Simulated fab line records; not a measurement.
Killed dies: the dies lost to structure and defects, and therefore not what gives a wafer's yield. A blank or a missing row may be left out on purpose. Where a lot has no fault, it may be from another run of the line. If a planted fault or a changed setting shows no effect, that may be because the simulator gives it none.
fab line records ; flow rit-cmos ; part 2 of 2: steps 29 to 39 of 39
[record] lots = 5; wafers = 15; last-day = 7
route steps=202 shown ACTIVE@1 FOX1@20 FOX2@23 NWELL@28 PWELL@39
lots untouched by any fault: they come from a run of this same line in which no faults occurred
start-h: hours from the record's opening day to when the first of the lot's shown wafers began ; wait-h: hours from the lot's prior step to this one ; " unchanged from the row above ; L1.1+2: a row that stands for several wafers ; - value missing, or start not given ; * or withheld: withheld ; < > ~ a bound
route shown NAME@n: a module of which the file shows steps, and the number in the route of the first ; usual: the fault-free wafers' mean and standard deviation ; same: alike in all rows ; chamber/n: place in a boat ; sites: the reading at each site ; _std_site: standard deviation of those values ; _edge_site: outer sites' mean less inner sites' ; radius-mm: how far each site lies from the wafer's centre ; mask NAME#n: copy n ; behind: the tool/chamber that last shaped the wafer ; hold: the reason the lot was held/the length of the hold in hours/how it ended ; device: the n, p or np transistor that did not switch ; end of line: tests run on the same wafers once the route is complete ; where a step has no rows: the recipe by itself ; killed: dies that structure and defects cost at the first sort, which is not the same as the wafer's yield ; map: dies across one wafer; x = killed, . = not, _ = none there
set.NAME: the run value of the setting; set.NAME@STEP: its run value at that earlier step ; model.NAME: the simulator's own value behind a step, which no gauge read
lots at selected steps of the route; one table per step, one row per wafer
services: the hour from which a tool's chamber was out of use, counted from the record's first day as start-h (under 0 if before that day), plus the number of hours and why
[[steps]]
[step RIT_NWELL_COAT_01]
[recipe] resist = NOVOLAK; spin-rpm = 2000; resist-thk-nm = 1300
[usual] chill-plate-temp-C = 23.01/0.091; spin-speed-rpm = 2000.0/1.4
lot.wafer;tool;chamber;start-h;wait-h;chill-plate-temp-C;spin-speed-rpm
L084.2;litho-track-04;0;70.99;0.1;23.02;1999.4
L084.3;litho-track-04;0;70.99;0.1;23.00;1999.8
L084.6;litho-track-04;0;70.99;0.1;23.08;2001.9
L086.1;litho-track-04;0;80.70;0.1;23.06;2000.2
L086.3;litho-track-04;0;80.70;0.1;23.02;1999.8
L086.5;litho-track-04;0;80.70;0.1;23.09;2000.4
L090.2;litho-track-01;0;105.00;0.1;22.90;1998.5
L090.5;litho-track-01;0;105.00;0.1;22.92;2000.9
L090.6;litho-track-01;0;105.00;0.1;22.95;1999.4
L094.1;litho-track-01;0;122.76;0.1;22.95;1996.8
L094.2;litho-track-01;0;122.76;0.1;22.96;1998.2
L094.3;litho-track-01;0;122.76;0.1;22.92;1999.4
L095.3;litho-track-04;0;126.62;0.1;23.15;2001.1
L095.5;litho-track-04;0;126.62;0.1;22.94;1999.9
L095.6;litho-track-04;0;126.62;0.1;23.05;2001.5
[step RIT_NWELL_SOFTBAKE_02]
[recipe] resist = NOVOLAK; temp-c = 90; time-s = 60
[usual] chill-plate-temp-C = 23.01/0.11
lot.wafer;tool;chamber;start-h;wait-h;chill-plate-temp-C
L084.2;litho-track-04;0;71.14;0.1;23.01
L084.3;litho-track-04;0;71.14;0.1;23.06
L084.6;litho-track-04;0;71.14;0.1;22.95
L086.1;litho-track-04;0;80.85;0.1;22.98
L086.3;litho-track-04;0;80.85;0.1;23.02
L086.5;litho-track-04;0;80.85;0.1;22.91
L090.2;litho-track-01;0;105.15;0.1;22.73
L090.5;litho-track-01;0;105.15;0.1;22.98
L090.6;litho-track-01;0;105.15;0.1;22.98
L094.1;litho-track-01;0;122.91;0.1;23.03
L094.2;litho-track-01;0;122.91;0.1;23.13
L094.3;litho-track-01;0;122.91;0.1;23.04
L095.3;litho-track-04;0;126.77;0.1;23.25
L095.5;litho-track-04;0;126.77;0.1;23.08
L095.6;litho-track-04;0;126.77;0.1;23.16
[step RIT_NWELL_EXPOSE_03]
[recipe] mask-id = M2; na = 0.57; target-cd-nm = 43900; dose-mj = 250
lot.wafer;tool;chamber;start-h;wait-h;mask
L084.2+3+6;iline-stepper-01;0;71.40;0.2;M2#0
L086.1+3+5;iline-stepper-02;0;81.00;0.1;M2#0
L090.2+5+6;iline-stepper-02;0;105.29;0.1;M2#0
L094.1+2+3;iline-stepper-02;0;123.06;0.1;M2#0
L095.3+5+6;iline-stepper-02;0;126.91;0.1;M2#0
[step RIT_NWELL_PEB_04]
[recipe] resist = NOVOLAK; temp-c = withheld; time-s = withheld
[usual] chill-plate-temp-C = *
lot.wafer;tool;chamber;start-h;wait-h;chill-plate-temp-C
L084.2;litho-track-01;0;71.53;0.1;*
L084.3;litho-track-01;0;71.53;0.1;*
L084.6;litho-track-01;0;71.53;0.1;*
L086.1;litho-track-01;0;81.12;0.1;*
L086.3;litho-track-01;0;81.12;0.1;*
L086.5;litho-track-01;0;81.12;0.1;*
L090.2;litho-track-04;0;105.58;0.3;*
L090.5;litho-track-04;0;105.58;0.3;*
L090.6;litho-track-04;0;105.58;0.3;*
L094.1;litho-track-01;0;123.17;0.1;*
L094.2;litho-track-01;0;123.17;0.1;*
L094.3;litho-track-01;0;123.17;0.1;*
L095.3;litho-track-04;0;127.03;0.1;*
L095.5;litho-track-04;0;127.03;0.1;*
L095.6;litho-track-04;0;127.03;0.1;*
[step RIT_NWELL_DEVELOP_05]
[recipe] resist = NOVOLAK; develop-time-s = 68; dev-temp-c = 23
[usual] chill-plate-temp-C = 22.99/0.11
lot.wafer;tool;chamber;start-h;wait-h;chill-plate-temp-C
L084.2;litho-track-01;0;-;-;23.25
L084.3;litho-track-01;0;-;-;23.21
L084.6;litho-track-01;0;-;-;22.96
L086.1;litho-track-01;0;-;-;23.01
L086.3;litho-track-01;0;-;-;23.15
L086.5;litho-track-01;0;-;-;23.08
L090.2;litho-track-04;0;-;-;22.72
L090.5;litho-track-04;0;-;-;22.77
L090.6;litho-track-04;0;-;-;22.93
L094.1;litho-track-01;0;-;-;22.95
L094.2;litho-track-01;0;-;-;23.00
L094.3;litho-track-01;0;-;-;23.00
L095.3;litho-track-04;0;-;-;22.98
L095.5;litho-track-04;0;-;-;22.91
L095.6;litho-track-04;0;-;-;23.12
[step RIT_NWELL_OVL_MEAS_06]
[usual] NWELL_OVL = -0.5/1.2
lot.wafer;tool;chamber;start-h;wait-h;NWELL_OVL[nm]
L084.2;overlay-01;-;71.82;-;-1.6
L084.3;overlay-01;-;71.82;-;-0.5
L084.6;overlay-01;-;71.82;-;-2.0
L086.1;overlay-02;-;81.43;-;0.0
L086.3;overlay-02;-;81.43;-;-1.3
L086.5;overlay-02;-;81.43;-;-2.0
L090.2;overlay-02;-;105.87;-;0.2
L090.5;overlay-02;-;105.87;-;0.3
L090.6;overlay-02;-;105.87;-;0.7
L094.1;overlay-02;-;123.48;-;-0.3
L094.2;overlay-02;-;123.48;-;1.7
L094.3;overlay-02;-;123.48;-;-0.7
L095.3;overlay-02;-;127.31;-;0.5
L095.5;overlay-02;-;127.31;-;-0.8
L095.6;overlay-02;-;127.31;-;0.8
[step RIT_NWELL_HARDBAKE_07]
[recipe] resist = NOVOLAK; temp-c = 140; time-s = 120
[usual] chill-plate-temp-C = 23.02/0.094
lot.wafer;tool;chamber;start-h;wait-h;chill-plate-temp-C
L084.2;litho-track-04;0;71.89;0.1;23.03
L084.3;litho-track-04;0;71.89;0.1;22.94
L084.6;litho-track-04;0;71.89;0.1;23.03
L086.1;litho-track-01;0;81.47;0.0;23.11
L086.3;litho-track-01;0;81.47;0.0;23.15
L086.5;litho-track-01;0;81.47;0.0;23.12
L090.2;litho-track-04;0;105.94;0.1;22.95
L090.5;litho-track-04;0;105.94;0.1;22.94
L090.6;litho-track-04;0;105.94;0.1;23.01
L094.1;litho-track-04;0;123.52;0.0;23.00
L094.2;litho-track-04;0;123.52;0.0;22.94
L094.3;litho-track-04;0;123.52;0.0;23.04
L095.3;litho-track-04;0;127.42;0.1;22.96
L095.5;litho-track-04;0;127.42;0.1;23.13
L095.6;litho-track-04;0;127.42;0.1;22.98
[step RIT_NWELL_IMPLANT_08]
[recipe] species = P; energy-kev = 170; dose-cm2 = 5e+13; tilt-deg = 7
[same] implant-ion-amu = 31
lot.wafer;tool;chamber;start-h;wait-h
L084.2+3+6;implanter-02;0;72.13;0.2
L086.1+3+5;implanter-01;0;81.72;0.2
L090.2+5+6;implanter-01;0;106.18;0.2
L094.1+2+3;implanter-03;0;123.77;0.2
L095.3+5+6;implanter-03;0;127.63;0.2
[step RIT_NWELL_STRIP_09]
[recipe] chemistry = O2; time-s = 180; resist = NOVOLAK; platen-temp-c = withheld; power-w = 500; pressure-mtorr = 4000; o2-flow-sccm = 4000
[usual] drypump-motor-current-A = 5.23/0.24
lot.wafer;tool;chamber;start-h;wait-h;drypump-motor-current-A;rf-hours-counter-h
L084.2;plasma-asher-04;1;72.25;0.1;4.93;43
L084.3;plasma-asher-04;1;72.25;0.1;4.96;-
L084.6;plasma-asher-04;1;72.25;0.1;4.96;-
L086.1;plasma-asher-04;1;81.87;0.1;4.92;44
L086.3;plasma-asher-04;0;81.87;0.1;5.04;-
L086.5;plasma-asher-04;0;81.87;0.1;5.04;-
L090.2;plasma-asher-01;1;106.30;0.1;5.52;45
L090.5;plasma-asher-01;0;106.30;0.1;5.46;-
L090.6;plasma-asher-01;1;106.30;0.1;5.54;-
L094.1;plasma-asher-04;1;123.92;0.1;4.95;48
L094.2;plasma-asher-04;0;123.92;0.1;5.04;48
L094.3;plasma-asher-04;1;123.92;0.1;4.94;-
L095.3;plasma-asher-04;0;127.79;0.1;5.02;-
L095.5;plasma-asher-04;0;127.79;0.1;5.03;-
L095.6;plasma-asher-04;1;127.79;0.1;4.94;-
[step RIT_NWELL_TW_MEAS_10]
[usual] NWELL_TW = 2160/18
lot.wafer;tool;chamber;start-h;wait-h;NWELL_TW
L084.2;film-metro-01;-;72.44;0.1;2174
L084.3;film-metro-01;-;72.44;0.1;2175
L084.6;film-metro-01;-;72.44;0.1;2178
L086.1;film-metro-03;-;82.04;0.1;2157
L086.3;film-metro-03;-;82.04;0.1;2148
L086.5;film-metro-03;-;82.04;0.1;2147
L090.2;film-metro-01;-;106.49;0.1;2187
L090.5;film-metro-01;-;106.49;0.1;2176
L090.6;film-metro-01;-;106.49;0.1;2189
L094.1;film-metro-03;-;124.10;0.1;2135
L094.2;film-metro-03;-;124.10;0.1;2139
L094.3;film-metro-03;-;124.10;0.1;2135
L095.3;film-metro-03;-;127.93;0.1;2133
L095.5;film-metro-03;-;127.93;0.1;2129
L095.6;film-metro-03;-;127.93;0.1;2137
[step RIT_PWELL_HMDS_00]
[recipe] prime-time-s = 60; prime-temp-c = 140
[usual] chill-plate-temp-C = 22.98/0.12; prime-temp-c = 140.02/0.14
lot.wafer;tool;chamber;start-h;wait-h;chill-plate-temp-C;prime-temp-c
L084.2;litho-track-02;0;72.51;0.1;22.98;140.06
L084.3;litho-track-02;0;72.51;0.1;22.82;140.26
L084.6;litho-track-02;0;72.51;0.1;22.98;140.14
L086.1;litho-track-02;0;82.12;0.1;22.64;139.89
L086.3;litho-track-02;0;82.12;0.1;22.64;140.18
L086.5;litho-track-02;0;82.12;0.1;22.87;140.18
L090.2;litho-track-04;0;106.56;0.1;22.99;139.97
L090.5;litho-track-04;0;106.56;0.1;22.74;139.94
L090.6;litho-track-04;0;106.56;0.1;23.01;139.98
L094.1;litho-track-04;0;124.16;0.1;23.03;139.96
L094.2;litho-track-04;0;124.16;0.1;22.89;140.24
L094.3;litho-track-04;0;124.16;0.1;22.97;140.19
L095.3;litho-track-03;0;128.02;0.1;22.85;139.74
L095.5;litho-track-03;0;128.02;0.1;22.84;140.09
L095.6;litho-track-03;0;128.02;0.1;22.84;139.96
[[services]]
tool;chamber;start-h;hours;kind
implanter-03;-;39.14;3.5;repair
implanter-02;-;42.60;3.7;pm
iline-stepper-01;0;43.46;-;calibration
rie-diel-01;-;51.72;2.2;repair
implanter-01;-;57.60;2.9;pm
rie-diel-03;-;59.64;14.6;pm
plasma-asher-01;-;87.05;0.5;repair
implanter-02;-;88.90;1.5;repair
rie-diel-03;0;90.94;21.9;repair
furnace-03;-;99.91;3.2;pm
rie-diel-03;1;100.13;4.4;repair
implanter-01;-;104.26;1.2;repair
plasma-asher-01;-;108.75;9.0;pm
plasma-asher-01;0;108.75;9.0;vent-cycle
plasma-asher-01;1;108.75;9.0;vent-cycle
rie-diel-03;2;109.74;5.4;repair
rie-diel-03;0;113.59;2.4;repair
plasma-asher-01;0;117.75;-;clean
plasma-asher-01;1;117.75;-;clean
plasma-asher-02;-;119.68;1.4;repair
wet-bench-01;-;123.79;3.6;repair
implanter-02;-;123.82;2.2;repair
